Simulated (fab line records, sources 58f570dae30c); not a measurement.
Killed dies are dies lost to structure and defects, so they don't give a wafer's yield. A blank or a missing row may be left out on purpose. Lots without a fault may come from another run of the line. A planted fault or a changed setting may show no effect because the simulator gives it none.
fab line records | flow berkeley_cmos170
record lots=7 wafers=21 last_day=11
route steps=331 shown GATE@138 PLDD@145
lots that met no fault: from a run of the same line without faults
start_h: hours from the record's first day to the start of the lot's first wafer shown | wait_h: hours since the lot's step before | " the same as in the row above | L1.1+2: a row that stands for several wafers | - no value, or no start given | * or withheld: withheld | < > ~ a bound
route shown NAME@n: a module of which the file shows steps, and the number in the route of the first | usual: mean/standard deviation of fault-free wafers | same: alike in all rows | chamber/n: place in a boat | sites: the reading at each site | _std_site: their standard deviation | _edge_site: outer sites' mean less inner sites' | radius_mm: how far each site lies from the wafer's centre | mask NAME#n: copy n | behind: the tool/chamber that last shaped the wafer | hold: why the lot was held/for how many hours/how that ended | device: the transistor (n, p or np) that didn't switch | end of line: the same wafers' tests at the end of the route | a step without rows: its recipe alone | killed: dies lost to structure and defects at the first sort, not the wafer's yield | map: a wafer's dies, x killed, . not, _ none there
set.NAME: the setting as run; set.NAME@STEP: as run at that earlier step | model.NAME: the simulator's own value behind a step, which no gauge read
lots at some steps of the route; a table a step, a row a wafer
services: from which hour (start_h, from the record's first day; less than 0 if before it) a tool's chamber was out of use, for how many hours, and why
## steps
# step UCB170_GATE_CD_MEAS_12
# recipe target_cd_nm=350
# usual cd_nm=350.4/1.6
# columns lot.wafer tool chamber start_h wait_h cd_nm
L525.2 cd_sem-01 - 147.56 - 348.2
L525.3 " - " " 348.8
L525.5 " - " " 349.5
L533.1 cd_sem-01 - 183.71 - 353.3
L533.4 " - " " 351.9
L533.6 " - " " 351.4
L532.2 cd_sem-01 - 183.97 - 352.4
L532.3 " - " " 352.9
L532.4 " - " " 350.6
L534.1 cd_sem-01 - 191.01 - 350.5
L534.4 " - " " 350.7
L534.5 " - " " 349.3
L535.2 cd_sem-01 - 205.77 - 347.9
L535.3 " - " " 348.8
L535.5 " - " " 349.2
L542.3 cd_sem-01 - 225.97 - 349.0
L542.5 " - " " 348.5
L542.6 " - " " 348.3
L544.2 cd_sem-02 - 231.98 - 350.3
L544.5 " - " " 350.5
L544.6 " - " " 351.0
# step UCB170_GATE_OVL_MEAS_13
# usual GATE_OVL=-2/6.6
# columns lot.wafer tool chamber start_h wait_h GATE_OVL[nm]
L525.2 overlay-01 - 147.67 0.1 -5
L525.3 " - " " 3
L525.5 " - " " -2
L533.1 overlay-02 - 183.83 0.1 -4
L533.4 " - " " -2
L533.6 " - " " -6
L532.2 overlay-02 - 184.07 0.1 -6
L532.3 " - " " 9
L532.4 " - " " -3
L534.1 overlay-02 - 191.13 0.1 4
L534.4 " - " " -6
L534.5 " - " " 4
L535.2 overlay-01 - 205.88 0.1 -9
L535.3 " - " " 1
L535.5 " - " " 12
L542.3 overlay-02 - 226.06 0.1 11
L542.5 " - " " 3
L542.6 " - " " 6
L544.2 overlay-01 - 232.08 0.1 -9
L544.5 " - " " 0
L544.6 " - " " -8
# step UCB170_GATE_ETCH_14
# recipe chemistry=N2/H2 target_depth_a=withheld overetch_a=withheld target=BARC time_s=withheld source_w=500 bias_w=100 pressure_mtorr=30 n2_flow_sccm=100 h2_flow_sccm=200
# usual drypump_motor_current_A=5.7/0.37 oes_product_au=1.002/0.016 throttle_valve_pct=13.28/0.17
# columns lot.wafer tool chamber start_h wait_h drypump_motor_current_A oes_product_au throttle_valve_pct
L525.2 rie_diel-03 2 147.70 0.0 5.5 1.021 13.05
L525.3 " 0 " " 5.6 1.026 13.54
L525.5 " 1 " " 5.4 0.995 13.21
L533.1 rie_diel-02 0 183.86 0.0 5.6 0.997 13.50
L533.4 " 1 " " 5.0 1.018 13.33
L533.6 " 3 " " 5.7 1.002 13.34
L532.2 rie_diel-03 2 184.10 0.0 5.5 1.014 13.05
L532.3 " 1 " " 5.4 1.006 13.23
L532.4 " 3 " " 6.0 0.964 13.05
L534.1 rie_diel-03 2 191.16 0.0 5.6 1.015 13.05
L534.4 " 0 " " 5.6 1.025 13.53
L534.5 " 0 " " 5.6 1.026 13.54
L535.2 rie_diel-03 1 205.91 0.0 5.4 1.008 13.23
L535.3 " 2 " " 5.6 1.022 13.06
L535.5 " 0 " " 5.6 1.014 13.53
L542.3 rie_diel-02 2 226.08 0.0 6.4 0.977 13.25
L542.5 " 0 " " 5.6 0.987 13.49
L542.6 " 2 " " 6.3 0.978 13.25
L544.2 rie_diel-02 2 232.11 0.0 6.3 0.969 13.27
L544.5 " 0 " " 5.6 0.996 13.50
L544.6 " 2 " " 6.4 0.981 13.25
# step UCB170_GATE_ETCH_15
# recipe chemistry=HBr/Cl2 target=poly-Si stop_on=SiO2 over_etch_frac=0.3 icp_w=300 bias_w=150 time_s=56.3 pressure_mtorr=15 HBr_flow_sccm=150 Cl2_flow_sccm=50 target_depth_a=2782
# usual drypump_motor_current_A=5.8/0.54 oes_product_au=0.830/0.017 throttle_valve_pct=26.51/0.21
# columns lot.wafer tool chamber start_h wait_h drypump_motor_current_A oes_product_au rf_hours_counter_h throttle_valve_pct
L525.2 rie_si-02 3 147.74 - 6.0 0.825 44 26.57
L525.3 " 0 " " 5.6 0.827 1 26.51
L525.5 " 2 " " 5.8 0.836 - 26.87
L533.1 rie_si-02 3 183.90 - 6.0 0.834 44 26.60
L533.4 " 0 " " 5.6 0.840 1 26.50
L533.6 " 0 " " 5.6 0.835 - 26.51
L532.2 rie_si-01 2 184.14 - 6.0 0.818 35 26.59
L532.3 " 3 " " 4.6 0.830 0 26.46
L532.4 " 0 " " 5.6 0.857 - 26.24
L534.1 rie_si-02 2 191.20 - 5.8 0.852 20 26.89
L534.4 " 3 " " 6.0 0.839 44 26.60
L534.5 " 3 " " 5.9 0.843 - 26.61
L535.2 rie_si-01 2 205.95 - 5.8 0.803 35 26.60
L535.3 " 0 " " 5.6 0.854 47 26.22
L535.5 " 2 " " 5.9 0.812 - 26.61
L542.3 rie_si-01 3 226.12 - 4.6 0.825 0 26.45
L542.5 " 3 " " 4.6 0.829 - 26.47
L542.6 " 0 " " 5.6 0.861 - 26.23
L544.2 rie_si-02 0 232.16 - 5.6 0.840 2 26.49
L544.5 " 3 " " 5.9 0.851 - 26.59
L544.6 " 2 " " 5.8 0.854 - 26.86
# step UCB170_GATE_STRIP_16
# recipe chemistry=O2 power_w=400 pressure_mtorr=3500 platen_temp_c=withheld o2_flow_sccm=400 overash_fraction=0.5
# usual drypump_motor_current_A=5.6/0.35 oes_product_au=0.724/0.0048
# columns lot.wafer tool chamber start_h wait_h drypump_motor_current_A oes_product_au rf_hours_counter_h
L525.2 plasma_asher-02 1 147.79 0.0 6.1 0.721 44
L525.3 " 0 " " 5.9 0.727 -
L525.5 " 0 " " 5.9 0.729 -
L533.1 plasma_asher-01 1 183.95 0.0 5.8 0.723 47
L533.4 " 0 " " 5.0 0.725 -
L533.6 " 0 " " 5.0 0.729 -
L532.2 plasma_asher-04 0 184.19 0.0 5.5 0.731 7
L532.3 " 1 " " 5.4 0.736 -
L532.4 " 0 " " 5.5 0.723 -
L534.1 plasma_asher-01 1 191.25 0.0 5.9 0.723 47
L534.4 " 0 " " 5.0 0.723 -
L534.5 " 0 " " 5.0 0.726 -
L535.2 plasma_asher-02 0 206.00 0.0 5.9 0.716 51
L535.3 " 0 " " 5.9 0.727 -
L535.5 " 0 " " 5.9 0.721 -
L542.3 plasma_asher-02 1 226.21 0.1 6.0 0.722 -
L542.5 " 1 " " 6.0 0.717 -
L542.6 " 0 " " 5.9 0.721 -
L544.2 plasma_asher-02 0 232.20 0.0 5.9 0.721 54
L544.5 " 1 " " 6.0 0.730 -
L544.6 " 0 " " 5.9 0.716 -
# step UCB170_GATE_CD_MEAS_90
# recipe target_cd_nm=350
# usual cd_nm=350.5/1.6
# columns lot.wafer tool chamber start_h wait_h cd_nm
L525.2 cd_sem-01 - 147.91 0.1 348.3
L525.3 " - " " 348.8
L525.5 " - " " 349.4
L533.1 cd_sem-01 - 184.31 0.3 353.0
L533.4 " - " " 352.4
L533.6 " - " " 351.3
L532.2 cd_sem-01 - 184.45 0.2 351.7
L532.3 " - " " 353.4
L532.4 " - " " 351.4
L534.1 cd_sem-01 - 191.35 0.1 349.6
L534.4 " - " " 350.2
L534.5 " - " " 348.3
L535.2 cd_sem-02 - 206.12 0.1 347.4
L535.3 " - " " 348.3
L535.5 " - " " 349.3
L542.3 cd_sem-02 - 226.31 0.1 349.7
L542.5 " - " " 348.0
L542.6 " - " " 348.8
L544.2 cd_sem-02 - 232.32 0.1 351.1
L544.5 " - " " 350.7
L544.6 " - " " 351.1
# step UCB170_GATE_CLEAN_17
# recipe chemistry=SPM temp_c=120 time_s=600
# step UCB170_PLDD_HMDS_00
# recipe prime_time_s=60 prime_temp_c=100
# step UCB170_PLDD_COAT_01
# recipe resist=KrF spin_rpm=1500 resist_thk_nm=900
# step UCB170_PLDD_SOFTBAKE_02
# recipe resist=KrF temp_c=130.8 time_s=60
# step UCB170_PLDD_EXPOSE_03
# recipe mask_id=PSELECT na=0.5 sigma_outer=0.6 source_shape=conventional target_cd_nm=1200 dose_mj=30
# step UCB170_PLDD_PEB_04
# recipe peb_temp_c=130 peb_time_s=withheld resist=KrF
# step UCB170_PLDD_DEVELOP_05
# recipe developer=TMAH develop_time_s=45 resist=KrF dev_temp_c=21
# usual chill_plate_temp_C=23.01/0.099 develop_time_s=45/0 developer_temp_C=21.00/0.096
# columns lot.wafer tool chamber start_h wait_h chill_plate_temp_C develop_time_s developer_temp_C model.KrF_of_PLDD_COAT_01.thk_nm
L525.2 litho_track-01 0 149 - 22.96 45 21.19 886.5
L525.3 " 0 " " 23.03 45 21.00 884.3
L525.5 " 0 " " 22.96 45 21.11 883.5
L533.1 litho_track-03 0 185 - 22.96 45 21.01 886
L533.4 " 0 " " 22.96 45 20.96 885.7
L533.6 " 0 " " 22.93 45 21.03 888.9
L532.2 litho_track-03 - 186 - - - - 905.5
L532.3 " - " " - - - 908.1
L532.4 " - " " - - - 904.7
L534.1 litho_track-01 - 192 - - - - 898.8
L534.4 " - " " - - - 900.9
L534.5 " - " " - - - 900.5
L535.2 litho_track-04 - 210 - - - - 904.4
L535.3 " - " " - - - 902.4
L535.5 " - " " - - - 902.9
L542.3 litho_track-04 0 227 - 22.92 45 20.94 882.3
L542.5 " 0 " " 23.15 45 20.98 880.7
L542.6 " 0 " " 22.97 45 20.84 883.2
L544.2 litho_track-01 0 234 - 22.88 45 20.95 888.7
L544.5 " 0 " " 22.93 45 20.83 887.4
L544.6 " 0 " " 23.06 45 21.01 887
# step UCB170_PLDD_CD_MEAS_06
# recipe target_cd_nm=1200
# usual cd_nm=1200.2/1.4
# columns lot.wafer tool chamber start_h wait_h cd_nm
L525.2 cd_sem-01 - 149.51 - 1198.8
L525.3 " - " " 1200.0
L525.5 " - " " 1199.3
L533.1 cd_sem-01 - 185.85 - 1202.2
L533.4 " - " " 1202.7
L533.6 " - " " 1202.2
L532.2 cd_sem-01 - 186.14 - -
L532.3 " - " " -
L532.4 " - " " -
L534.1 cd_sem-02 - 192.95 - -
L534.4 " - " " -
L534.5 " - " " -
L535.2 cd_sem-02 - 210.54 - -
L535.3 " - " " -
L535.5 " - " " -
L542.3 cd_sem-01 - 227.83 - 1199.0
L542.5 " - " " 1199.6
L542.6 " - " " 1198.5
L544.2 cd_sem-02 - 234.68 - 1199.0
L544.5 " - " " 1200.4
L544.6 " - " " 1200.8
## services
# columns tool chamber start_h hours kind
rie_diel-03 3 127.14 6.2 repair
plasma_asher-04 - 132.69 1.2 repair
rie_si-01 3 161.58 - clean
rie_si-01 3 161.58 21.1 scheduled_down
rie_si-01 3 161.58 21.1 vent_cycle
rie_diel-02 2 176.82 - clean
rie_diel-02 2 176.82 27.2 scheduled_down
rie_diel-02 2 176.82 27.2 vent_cycle
rie_si-01 1 182.72 - clean
rie_si-01 1 182.72 29.0 scheduled_down
rie_si-01 1 182.72 29.0 vent_cycle
rie_si-02 0 198.32 2.4 repair
rie_diel-03 3 203.70 - clean
rie_diel-03 3 203.70 19.4 scheduled_down
rie_diel-03 3 203.70 19.4 vent_cycle
rie_diel-02 1 205.29 5.3 repair
rie_diel-02 1 210.56 - clean
rie_diel-02 1 210.56 27.6 scheduled_down
rie_diel-02 1 210.56 27.6 vent_cycle
rie_si-02 - 213.00 2.8 pm
rie_diel-03 2 233.33 3.2 repair
## key
first_sign step=UCB170_PLDD_DEVELOP_05 reading=tool_record direction=missing
effect none on later readings
model_effect step=UCB170_PLDD_DEVELOP_05 value=KrF_of_PLDD_COAT_01.thk_nm without=888.9 struck=903.1
met_at UCB170_PLDD_DEVELOP_05
struck_wafers L532.2,L532.3,L532.4,L534.1,L534.4,L534.5,L535.2,L535.3,L535.5
sort_left_out L532.2,L532.3,L532.4,L534.1,L534.4,L534.5,L535.2,L535.3,L535.5
tester_left_out L532,L534,L535
onset_between 185 186
fault kind=skipped_step_whole tool=litho_track-01,litho_track-03,litho_track-04 chamber=- onset_h=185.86 steps=UCB170_PLDD_DEVELOP_05 scope=struck_lots_only
# tester_left_out: of these lots the tester's yield and bins aren't shown, on N5 and GAA mostly nor the transistor test; their killed dies are dies lost to structure and defects alone, not to doping, threshold or leakage, so they don't give the yield
# sort_left_out: the simulated sort isn't trusted on such a fault, so these wafers' sort isn't shown, and their yield isn't known
